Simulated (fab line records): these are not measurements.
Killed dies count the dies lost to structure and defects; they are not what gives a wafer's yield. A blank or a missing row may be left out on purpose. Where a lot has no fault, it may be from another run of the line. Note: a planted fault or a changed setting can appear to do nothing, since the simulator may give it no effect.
fab line records	flow rit_cmos
record lots=5	wafers=23
route steps=202 shown NLDD@111 PLDD@122 SPACER@128 NSD@132 PSD@147 M1@200
start_h: hours from the record's first day to the start of the lot's first wafer shown	wait_h: time in hours since the lot's previous step	" repeats the value in the row above	L1.1+2: a row that stands for several wafers	- value missing, or start not given	* or withheld: withheld	< > ~ a bound
route shown NAME@n: names a module that has steps shown in the file, with the first one's number in the route	usual: the fault-free wafers' mean and standard deviation	same: alike in all rows	chamber/n: place in a boat	sites: per-site readings	_std_site: standard deviation of those values	_edge_site: mean of outer sites minus mean of inner sites	radius_mm: for every site, how far away it sits from the centre of the wafer	mask NAME#n: copy n	behind: tool/chamber where the wafer was last shaped	hold: why the lot was held/for how many hours/how that ended	device: the n, p or np transistor that did not switch	end of line: the same wafers' tests at the end of the route	a step without rows: its recipe alone	killed: at the first sort, the dies lost to defects and structure; wafer yield is something else	map: shows each die of a wafer: x if killed, . if not, _ if none is there
set.NAME: the setting that was run; set.NAME@STEP: the one run at that earlier step	model.NAME: the simulator's own value behind a step, which no gauge read
lots with deliberately changed settings; one table per step, one row per wafer
## steps
# step RIT_NLDD_IMPLANT_08
# recipe species=P	energy_kev=20	dose_cm2=5e+14	tilt_deg=7
lot.wafer	tool	chamber	start_h	wait_h	set.energy_kev	model.implant.rp_nm	model.implant.drp_nm
L076.1+5+6	implanter-02	0	57.11	0.1	21.17	29.47	13.42
L076.2+4	"	0	"	"	20	28.36	12.97
L077.2+3+6	implanter-02	0	60.80	0.1	19.02	27.28	12.58
L077.4+5	"	0	"	"	20	28.22	12.97
L079.1+3+6	implanter-04	0	77.99	0.1	20	27.59	12.97
L079.4+5	"	0	"	"	19.67	27.28	12.84
L084.1+4+5	implanter-02	0	96.69	0.1	20	28.07	12.97
L085.1+3+6	implanter-02	0	103.41	0.1	19.46	27.16	12.76
L085.2+5	"	0	"	"	20	27.66	12.97
# step RIT_NLDD_STRIP_09
# recipe chemistry=O2	time_s=180	resist=NOVOLAK	platen_temp_c=withheld	power_w=500	pressure_mtorr=4000	o2_flow_sccm=4000
# step RIT_NLDD_TW_MEAS_10
# usual NLDD_TW=2490/10
lot.wafer	tool	chamber	start_h	wait_h	set.energy_kev@NLDD_IMPLANT_08	NLDD_TW
L076.1	film_metro-03	-	57.43	0.1	21.17	2531
L076.2	"	-	"	"	20	2488
L076.4	"	-	"	"	20	2493
L076.5	"	-	"	"	21.17	2533
L076.6	"	-	"	"	21.17	2548
L077.2	film_metro-04	-	61.11	0.1	19.02	2447
L077.3	"	-	"	"	19.02	2454
L077.4	"	-	"	"	20	2487
L077.5	"	-	"	"	20	2498
L077.6	"	-	"	"	19.02	2452
L079.1	film_metro-03	-	78.32	0.1	20	2475
L079.3	"	-	"	"	20	2492
L079.4	"	-	"	"	19.67	2475
L079.5	"	-	"	"	19.67	2467
L079.6	"	-	"	"	20	2472
L084.1	film_metro-04	-	97.01	0.1	20	2473
L084.4	"	-	"	"	20	2481
L084.5	"	-	"	"	20	2467
L085.1	film_metro-04	-	103.73	0.1	19.46	2454
L085.2	"	-	"	"	20	2479
L085.3	"	-	"	"	19.46	2463
L085.5	"	-	"	"	20	2480
L085.6	"	-	"	"	19.46	2464
# step RIT_PLDD_IMPLANT_08
# recipe species=BF2	energy_kev=20	dose_cm2=9e+14	tilt_deg=7
lot.wafer	tool	chamber	start_h	wait_h	set.dose_cm2
L076.1+2	implanter-01	0	58.53	0.1	9e+14
L076.4+5+6	"	0	"	"	9.378e+14
L077.2+5	implanter-02	0	62.22	0.1	9e+14
L077.3+4+6	"	0	"	"	9.358e+14
L079.1+4	implanter-04	0	79.56	0.1	9e+14
L079.3+5+6	"	0	"	"	9.492e+14
L084.1+4+5	implanter-01	0	98.24	0.1	9e+14
L085.1+2+3	implanter-04	0	104.83	0.1	9e+14
L085.5+6	"	0	"	"	9.518e+14
# step RIT_PLDD_STRIP_09
# recipe chemistry=O2	time_s=180	resist=NOVOLAK	platen_temp_c=withheld	power_w=500	pressure_mtorr=4000	o2_flow_sccm=4000
# step RIT_PLDD_TW_MEAS_10
# usual PLDD_TW=2351/12
lot.wafer	tool	chamber	start_h	wait_h	set.dose_cm2@PLDD_IMPLANT_08	PLDD_TW
L076.1	film_metro-01	-	58.86	0.1	9e+14	2353
L076.2	"	-	"	"	9e+14	2342
L076.4	"	-	"	"	9.378e+14	2361
L076.5	"	-	"	"	9.378e+14	2378
L076.6	"	-	"	"	9.378e+14	2398
L077.2	film_metro-04	-	62.53	0.1	9e+14	2343
L077.3	"	-	"	"	9.358e+14	2372
L077.4	"	-	"	"	9.358e+14	2373
L077.5	"	-	"	"	9e+14	2343
L077.6	"	-	"	"	9.358e+14	2369
L079.1	film_metro-04	-	79.88	0.1	9e+14	2344
L079.3	"	-	"	"	9.492e+14	2391
L079.4	"	-	"	"	9e+14	2361
L079.5	"	-	"	"	9.492e+14	2393
L079.6	"	-	"	"	9.492e+14	2394
L084.1	film_metro-04	-	98.57	0.1	9e+14	2338
L084.4	"	-	"	"	9e+14	2329
L084.5	"	-	"	"	9e+14	2328
L085.1	film_metro-01	-	105.15	0.1	9e+14	2373
L085.2	"	-	"	"	9e+14	2372
L085.3	"	-	"	"	9e+14	2358
L085.5	"	-	"	"	9.518e+14	2408
L085.6	"	-	"	"	9.518e+14	2404
# step RIT_SPACER_CVD_03
# recipe material=Si3N4	target_thk_nm=250	temp_c=810	precursor=SiH2Cl2/NH3	time_s=3300	pressure_mtorr=300	sih2cl2_flow_sccm=60	nh3_flow_sccm=150
lot.wafer	tool	chamber	start_h	wait_h	set.sih2cl2_flow_sccm	model.Si3N4_of_SPACER_CVD_03.thk_nm
L076.1	-	-	-	0.0	51.4	239.2
L076.2	"	-	"	"	51.4	238.9
L076.4+5	"	-	"	"	51.4	239.1
L076.6	"	-	"	"	51.4	239.3
L077.2	-	-	-	0.0	52.09	239.8
L077.3	"	-	"	"	52.09	239.5
L077.4	"	-	"	"	52.09	238.1
L077.5	"	-	"	"	52.09	242.1
L077.6	"	-	"	"	52.09	240
L079.1	-	-	-	0.0	57.17	248.2
L079.3	"	-	"	"	57.17	250.4
L079.4	"	-	"	"	57.17	248
L079.5	"	-	"	"	57.17	248.9
L079.6	"	-	"	"	57.17	246.4
L084.1	lpcvd-02	0	99.71	0.7	60	248.6
L084.4	"	0	"	"	60	247.7
L084.5	"	0	"	"	60	247.3
L085.1	-	-	-	0.0	66.42	260.7
L085.2	"	-	"	"	66.42	258.7
L085.3+5	"	-	"	"	66.42	259.2
L085.6	"	-	"	"	66.42	257.7
# step RIT_SPACER_THK_MEAS_04
# recipe reads=Si3N4_of_SPACER_CVD_03
# usual SPACER_NITRIDE_THK=250.1/1.9
lot.wafer	tool	chamber	start_h	wait_h	set.sih2cl2_flow_sccm@SPACER_CVD_03	SPACER_NITRIDE_THK[nm]
L076.1	film_metro-02	-	-	-	51.4	239.3
L076.2	"	-	"	"	51.4	238.9
L076.4	"	-	"	"	51.4	239.2
L076.5	"	-	"	"	51.4	239.1
L076.6	"	-	"	"	51.4	239.2
L077.2	film_metro-03	-	-	-	52.09	239.7
L077.3	"	-	"	"	52.09	239.4
L077.4	"	-	"	"	52.09	238.2
L077.5	"	-	"	"	52.09	242.2
L077.6	"	-	"	"	52.09	240.1
L079.1	film_metro-03	-	-	-	57.17	247.9
L079.3	"	-	"	"	57.17	250.3
L079.4	"	-	"	"	57.17	248.0
L079.5	"	-	"	"	57.17	248.8
L079.6	"	-	"	"	57.17	246.3
L084.1	film_metro-01	-	102.59	0.0	60	248.7
L084.4	"	-	"	"	60	247.6
L084.5	"	-	"	"	60	247.2
L085.1	film_metro-03	-	-	-	66.42	260.8
L085.2	"	-	"	"	66.42	258.7
L085.3	"	-	"	"	66.42	259.2
L085.5	"	-	"	"	66.42	259.4
L085.6	"	-	"	"	66.42	257.7
# step RIT_SPACER_ETCHBACK_05
# recipe target_depth_a=2500	SF6_flow_sccm=30	CHF3_flow_sccm=30	target=Si3N4	chemistry=SF6/CHF3	pressure_mtorr=40	rf_w=250	time_s=240	stop_on=SiO2
lot.wafer	tool	chamber	start_h	wait_h	set.sih4_flow_sccm@GATE_CVD_08	set.sih2cl2_flow_sccm@SPACER_CVD_03	model.poly-Si_of_GATE_CVD_08.thk_nm	model.etch.depth_nm
L076.1	rie_diel-04	1	62.27	0.1	100	51.4	165.7	239.2
L076.2	"	3	"	"	100	51.4	165.9	238.9
L076.4	"	2	"	"	100	51.4	165.1	239.1
L076.5	"	3	"	"	100	51.4	166.6	239.1
L076.6	"	2	"	"	100	51.4	164.4	239.3
L077.2	rie_diel-01	3	64.96	0.0	100	52.09	165.4	239.8
L077.3	"	2	"	"	100	52.09	167.9	239.5
L077.4	"	1	"	"	100	52.09	168.4	238.1
L077.5	"	3	"	"	100	52.09	165	242.1
L077.6	"	2	"	"	100	52.09	168	240
L079.1	rie_diel-01	2	83.24	0.1	87.49	57.17	143.3	248.2
L079.3	"	3	"	"	87.49	57.17	142.5	250.4
L079.4	"	1	"	"	87.49	57.17	142.7	248
L079.5	"	1	"	"	87.49	57.17	141.1	248.9
L079.6	"	0	"	"	87.49	57.17	140.3	246.4
L084.1	rie_diel-02	2	102.65	0.1	100	60	167.9	248.6
L084.4	"	3	"	"	100	60	170.1	247.7
L084.5	"	2	"	"	100	60	167.6	247.3
L085.1	rie_diel-04	1	108.53	0.1	104.4	66.42	173.2	260.7
L085.2	"	0	"	"	104.4	66.42	171.5	258.7
L085.3	"	2	"	"	104.4	66.42	174.7	259.2
L085.5	"	0	"	"	104.4	66.42	172.4	259.2
L085.6	"	2	"	"	104.4	66.42	175.7	257.7
# step RIT_NSD_COAT_01
# recipe resist=NOVOLAK	spin_rpm=3250	resist_thk_nm=1000
lot.wafer	tool	chamber	start_h	wait_h	set.spin_rpm	model.NOVOLAK_of_NSD_COAT_01.thk_nm
L076.1	litho_track-02	0	62.57	0.1	3363	985.9
L076.2	"	0	"	"	3250	1006
L076.4+5	"	0	"	"	3250	1004
L076.6	"	0	"	"	3363	988.2
L077.2+3	litho_track-02	0	65.28	0.1	3250	1006
L077.4	"	0	"	"	3311	994
L077.5	"	0	"	"	3250	1003
L077.6	"	0	"	"	3311	994.9
L079.1	litho_track-02	0	83.54	0.1	3250	1001
L079.3	"	0	"	"	3250	999.7
L079.4	"	0	"	"	3250	997
L079.5	"	0	"	"	3250	998.6
L079.6	"	0	"	"	3250	999.6
L084.1	litho_track-01	0	102.95	0.1	3250	999.9
L084.4	"	0	"	"	3250	999.6
L084.5	"	0	"	"	3250	997.8
L085.1	litho_track-02	0	108.83	0.1	3250	1004
L085.2	"	0	"	"	3386	982.1
L085.3	"	0	"	"	3386	983.1
L085.5	"	0	"	"	3250	1005
L085.6	"	0	"	"	3250	1006
# step RIT_NSD_SOFTBAKE_02
# recipe resist=NOVOLAK	temp_c=90	time_s=60
# step RIT_NSD_EXPOSE_03
# recipe mask_id=M9	na=0.57	target_cd_nm=40700	dose_mj=250
# step RIT_NSD_DEVELOP_05
# recipe resist=NOVOLAK	develop_time_s=50	dev_temp_c=23
# step RIT_NSD_HARDBAKE_07
# recipe resist=NOVOLAK	temp_c=140	time_s=60
lot.wafer	tool	chamber	start_h	wait_h	set.spin_rpm@NSD_COAT_01	model.NOVOLAK_of_NSD_COAT_01.thk_nm
L076.1	litho_track-04	0	63.31	0.0	3363	871.4
L076.2	"	0	"	"	3250	889.1
L076.4	"	0	"	"	3250	887
L076.5	"	0	"	"	3250	887.7
L076.6	"	0	"	"	3363	873.5
L077.2	litho_track-04	0	66.03	0.1	3250	888.7
L077.3	"	0	"	"	3250	889.3
L077.4	"	0	"	"	3311	878.6
L077.5	"	0	"	"	3250	886.4
L077.6	"	0	"	"	3311	879.3
L079.1	litho_track-01	0	84.28	0.0	3250	884.8
L079.3+6	"	0	"	"	3250	883.5
L079.4	"	0	"	"	3250	881.2
L079.5	"	0	"	"	3250	882.5
L084.1	litho_track-04	0	103.81	0.0	3250	883.6
L084.4	"	0	"	"	3250	883.4
L084.5	"	0	"	"	3250	881.9
L085.1	litho_track-04	0	109.69	0.0	3250	887.3
L085.2	"	0	"	"	3386	868.1
L085.3	"	0	"	"	3386	869
L085.5	"	0	"	"	3250	888.1
L085.6	"	0	"	"	3250	889.2
# step RIT_PSD_DEVELOP_05
# recipe resist=NOVOLAK	develop_time_s=50	dev_temp_c=23
lot.wafer	tool	chamber	start_h	wait_h	set.dev_temp_c
L076.1+4+6	litho_track-01	0	-	-	23
L076.2+5	"	0	"	"	24.74
L077.2+4+5	litho_track-03	0	-	-	26.49
L077.3+6	"	0	"	"	23
L079.1+3+4	litho_track-03	0	-	-	25.37
L079.5+6	"	0	"	"	23
L084.1+4+5	litho_track-01	0	-	-	23
L085.1+2+6	litho_track-03	0	-	-	20.88
L085.3+5	"	0	"	"	23
# step RIT_PSD_HARDBAKE_07
# recipe resist=NOVOLAK	temp_c=140	time_s=60
# step RIT_SDANNEAL_RS_MEAS_06
# recipe thk_meas_gauge=four-point-probe
# usual PLDD_RS=178.9/0.51
lot.wafer	tool	chamber	start_h	wait_h	set.dose_cm2@PLDD_IMPLANT_08	PLDD_RS[ohm/sq]
L076.1	film_metro-03	-	65.93	0.1	9e+14	177.7
L076.2	"	-	"	"	9e+14	178.5
L076.4	"	-	"	"	9.378e+14	174.7
L076.5	"	-	"	"	9.378e+14	174.6
L076.6	"	-	"	"	9.378e+14	174.3
L077.2	film_metro-04	-	68.93	0.1	9e+14	178.0
L077.3	"	-	"	"	9.358e+14	175.4
L077.4	"	-	"	"	9.358e+14	175.8
L077.5	"	-	"	"	9e+14	178.8
L077.6	"	-	"	"	9.358e+14	174.6
L079.1	film_metro-03	-	87.69	0.1	9e+14	179.2
L079.3	"	-	"	"	9.492e+14	174.3
L079.4	"	-	"	"	9e+14	179.3
L079.5	"	-	"	"	9.492e+14	175.3
L079.6	"	-	"	"	9.492e+14	174.9
L084.1	film_metro-03	-	106.64	0.1	9e+14	179.6
L084.4	"	-	"	"	9e+14	179.0
L084.5	"	-	"	"	9e+14	179.2
L085.1	film_metro-01	-	112.51	0.1	9e+14	179.4
L085.2	"	-	"	"	9e+14	179.0
L085.3	"	-	"	"	9e+14	179.1
L085.5	"	-	"	"	9.518e+14	174.5
L085.6	"	-	"	"	9.518e+14	174.2
# step RIT_M1_ANNEAL_15
# recipe temp_c=450	time_s=1800	ambient=forming_gas_H2N2
lot.wafer	tool	chamber	start_h	wait_h	set.time_s
L076.1+2+4+5+6	-	-	-	0.1	1666
L077.2+3+4+5+6	-	-	-	0.1	1681
L079.1+3+4+5+6	-	-	-	0.1	1800
L084.1+4+5	furnace-02	0	112.34	0.1	1800
L085.1+2+3+5+6	-	-	-	0.1	1570
# step RIT_M1_PROBE_99
# usual killed_at_contacts=0.1/0.36	killed_at_front_end=7/3.1	killed_dies=7/3.3	killed_open=3.8/2.5	killed_short=3.4/2.1
# same gross_dies=264	killed_at_M0_to_M3=0	killed_at_M4_up=0	killed_at_back_side=0	killed_at_other=0
lot.wafer	tool	chamber	start_h	wait_h	set.sih2cl2_flow_sccm@SPACER_CVD_03	killed_at_contacts	killed_at_front_end	killed_dies	killed_open	killed_short	model.etest.nldd.width_nm
L076.1	prober-02	-	73.42	0.1	51.4	0	6	6	3	3	3210
L076.2	prober-02	-	73.47	0.1	51.4	0	7	7	1	6	3213
L076.4	prober-02	-	73.57	0.2	51.4	0	4	4	3	1	3201
L076.5	prober-02	-	73.62	0.2	51.4	0	1	1	0	1	3200
L076.6	prober-02	-	73.67	0.2	51.4	0	5	5	2	3	3223
L077.2	prober-01	-	76.28	0.1	52.09	1	13	14	7	7	3226
L077.3	prober-01	-	76.33	0.2	52.09	0	2	2	1	1	3212
L077.4	prober-01	-	76.38	0.2	52.09	0	8	8	3	5	3197
L077.5	prober-01	-	76.43	0.2	52.09	0	7	7	5	2	3210
L077.6	prober-01	-	76.48	0.2	52.09	0	6	6	3	3	3205
L079.1	prober-01	-	94.78	0.1	57.17	0	8	8	3	5	3149
L079.3	prober-01	-	94.88	0.2	57.17	1	10	11	8	3	3159
L079.4	prober-01	-	94.93	0.2	57.17	2	12	14	4	10	3162
L079.5	prober-01	-	94.98	0.2	57.17	0	7	7	2	5	3172
L079.6	prober-01	-	95.03	0.2	57.17	1	11	12	8	4	3167
L084.1	prober-02	-	113.96	0.1	60	0	9	9	3	6	3154
L084.4	prober-02	-	114.11	0.2	60	0	10	10	7	3	3145
L084.5	prober-02	-	114.16	0.2	60	0	5	5	3	2	3164
L085.1	prober-01	-	119.65	0.1	66.42	0	6	6	4	2	3132
L085.2	prober-01	-	119.70	0.1	66.42	0	4	4	2	2	3112
L085.3	prober-01	-	119.75	0.2	66.42	0	7	7	4	3	3103
L085.5	prober-01	-	119.85	0.2	66.42	0	6	6	5	1	3114
L085.6	prober-01	-	119.90	0.2	66.42	0	11	11	7	4	3122
# killed by level:class
L076.1 FOX1:geometric_particle:short=2 REOX:geometric_particle:open=1 REOX:geometric_particle:short=1 SPACER:geometric_particle:open=1 SILICIDE:geometric_particle:open=1
L076.2 SPACER:geometric_particle:short=2 FOX1:geometric_particle:short=1 GATE:geometric_particle:open=1 GATE:geometric_particle:short=1 REOX:geometric_particle:short=1 SILICIDE:geometric_particle:short=1
L076.4 FOX2:geometric_particle:short=1 REOX:geometric_particle:open=1 SPACER:geometric_particle:open=1 SILICIDE:geometric_particle:open=1
L076.5 SPACER:geometric_particle:short=1
L076.6 GATE:geometric_particle:short=2 FOX1:geometric_particle:short=1 GATE:geometric_particle:open=1 REOX:geometric_particle:open=1
L077.2 GATE:geometric_particle:short=4 GATE:geometric_particle:open=3 SPACER:geometric_particle:short=2 FOX1:geometric_particle:short=1 FOX2:geometric_particle:open=1 REOX:geometric_particle:open=1 SPACER:geometric_particle:open=1 CONTACT:geometric_particle:open=1
L077.3 FOX2:geometric_particle:open=1 GATE:geometric_particle:short=1
L077.4 FOX2:geometric_particle:short=2 GATE:geometric_particle:short=2 FOX1:geometric_particle:open=1 FOX2:geometric_particle:open=1 GATE:geometric_particle:open=1 SPACER:geometric_particle:short=1
L077.5 REOX:geometric_particle:open=2 GATE:geometric_particle:open=2 FOX2:geometric_particle:short=1 GATE:geometric_particle:short=1 SPACER:geometric_particle:open=1
L077.6 FOX1:geometric_particle:open=1 GATE:geometric_particle:short=1 SPACER:geometric_particle:short=1 SPACER:geometric_particle:open=1 SILICIDE:geometric_particle:open=1 SILICIDE:geometric_particle:short=1
L079.1 GATE:geometric_particle:short=3 SILICIDE:geometric_particle:short=2 ACTIVE:geometric_particle:open=1 FOX2:geometric_particle:open=1 SILICIDE:geometric_particle:open=1
L079.3 GATE:geometric_particle:open=6 GATE:geometric_particle:short=2 FOX1:geometric_particle:short=1 REOX:geometric_particle:open=1 CONTACT:geometric_particle:open=1
L079.4 GATE:geometric_particle:short=4 SILICIDE:geometric_particle:short=3 SILICIDE:geometric_particle:open=2 REOX:geometric_particle:short=1 REOX:geometric_particle:open=1 SPACER:geometric_particle:short=1 CONTACT:geometric_particle:open=1 CONTACT:geometric_particle:short=1
L079.5 GATE:geometric_particle:short=3 REOX:geometric_particle:short=1 REOX:geometric_particle:open=1 SILICIDE:geometric_particle:open=1 SILICIDE:geometric_particle:short=1
L079.6 GATE:geometric_particle:open=4 GATE:geometric_particle:short=2 REOX:geometric_particle:open=2 REOX:geometric_particle:short=2 SPACER:geometric_particle:open=1 CONTACT:geometric_particle:open=1
L084.1 FOX1:geometric_particle:open=2 GATE:geometric_particle:short=2 FOX1:geometric_particle:short=1 FOX2:geometric_particle:short=1 SPACER:geometric_particle:short=1 SPACER:geometric_particle:open=1 SILICIDE:geometric_particle:short=1
L084.4 SPACER:geometric_particle:open=3 FOX1:geometric_particle:short=1 FOX1:geometric_particle:open=1 FOX2:geometric_particle:open=1 GATE:geometric_particle:open=1 REOX:geometric_particle:open=1 SPACER:geometric_particle:short=1 SILICIDE:geometric_particle:short=1
L084.5 GATE:geometric_particle:open=2 FOX1:geometric_particle:open=1 FOX1:geometric_particle:short=1 GATE:geometric_particle:short=1
L085.1 GATE:geometric_particle:open=3 SILICIDE:geometric_particle:short=2 SILICIDE:geometric_particle:open=1
L085.2 GATE:geometric_particle:open=2 SPACER:geometric_particle:short=1 SILICIDE:geometric_particle:short=1
L085.3 FOX1:geometric_particle:short=2 FOX2:geometric_particle:open=2 FOX1:geometric_particle:open=1 GATE:geometric_particle:short=1 GATE:geometric_particle:open=1
L085.5 GATE:geometric_particle:open=2 SPACER:geometric_particle:open=2 GATE:geometric_particle:short=1 SILICIDE:geometric_particle:open=1
L085.6 SPACER:geometric_particle:open=4 FOX1:geometric_particle:open=2 SILICIDE:geometric_particle:short=2 GATE:geometric_particle:short=1 GATE:geometric_particle:open=1 SPACER:geometric_particle:short=1
## key
split step=RIT_NLDD_IMPLANT_08	setting=energy_kev	stated=20	by=wafer
response step=RIT_NLDD_IMPLANT_08	reading=model.implant.rp_nm	change=+0.19	per=1%	r=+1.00
response step=RIT_NLDD_IMPLANT_08	reading=model.implant.drp_nm	change=+0.0781	per=1%	r=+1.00
response step=RIT_NLDD_TW_MEAS_10	reading=NLDD_TW	change=+7.98	per=1%	r=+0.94
split step=RIT_PLDD_IMPLANT_08	setting=dose_cm2	stated=9e+14	by=wafer
response step=RIT_PLDD_TW_MEAS_10	reading=PLDD_TW	change=+7.14	per=1%	r=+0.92
response step=RIT_SDANNEAL_RS_MEAS_06	reading=PLDD_RS	change=-0.822	per=1%	r=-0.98
split step=RIT_SPACER_CVD_03	setting=sih2cl2_flow_sccm	stated=60	by=lot
response step=RIT_SPACER_CVD_03	reading=model.Si3N4_of_SPACER_CVD_03.thk_nm	change=+0.783	per=1%	r=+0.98
response step=RIT_SPACER_THK_MEAS_04	reading=SPACER_NITRIDE_THK	change=+0.784	per=1%	r=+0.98
response step=RIT_SPACER_ETCHBACK_05	reading=model.etch.depth_nm	change=+0.783	per=1%	r=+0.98
response step=RIT_M1_PROBE_99	reading=model.etest.nldd.width_nm	change=-3.82	per=1%	r=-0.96
split step=RIT_NSD_COAT_01	setting=spin_rpm	stated=3250	by=wafer
response step=RIT_NSD_COAT_01	reading=model.NOVOLAK_of_NSD_COAT_01.thk_nm	change=-5.28	per=1%	r=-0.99
response step=RIT_NSD_HARDBAKE_07	reading=model.NOVOLAK_of_NSD_COAT_01.thk_nm	change=-4.63	per=1%	r=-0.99
split step=RIT_PSD_DEVELOP_05	setting=dev_temp_c	stated=23	by=wafer
response none clear
split step=RIT_M1_ANNEAL_15	setting=time_s	stated=1800	by=lot
response none clear
split outside_this_file step=RIT_GATE_CVD_08 setting=sih4_flow_sccm
# split outside_this_file: this setting was split too, and the file shows its column; the key of that split is in another file
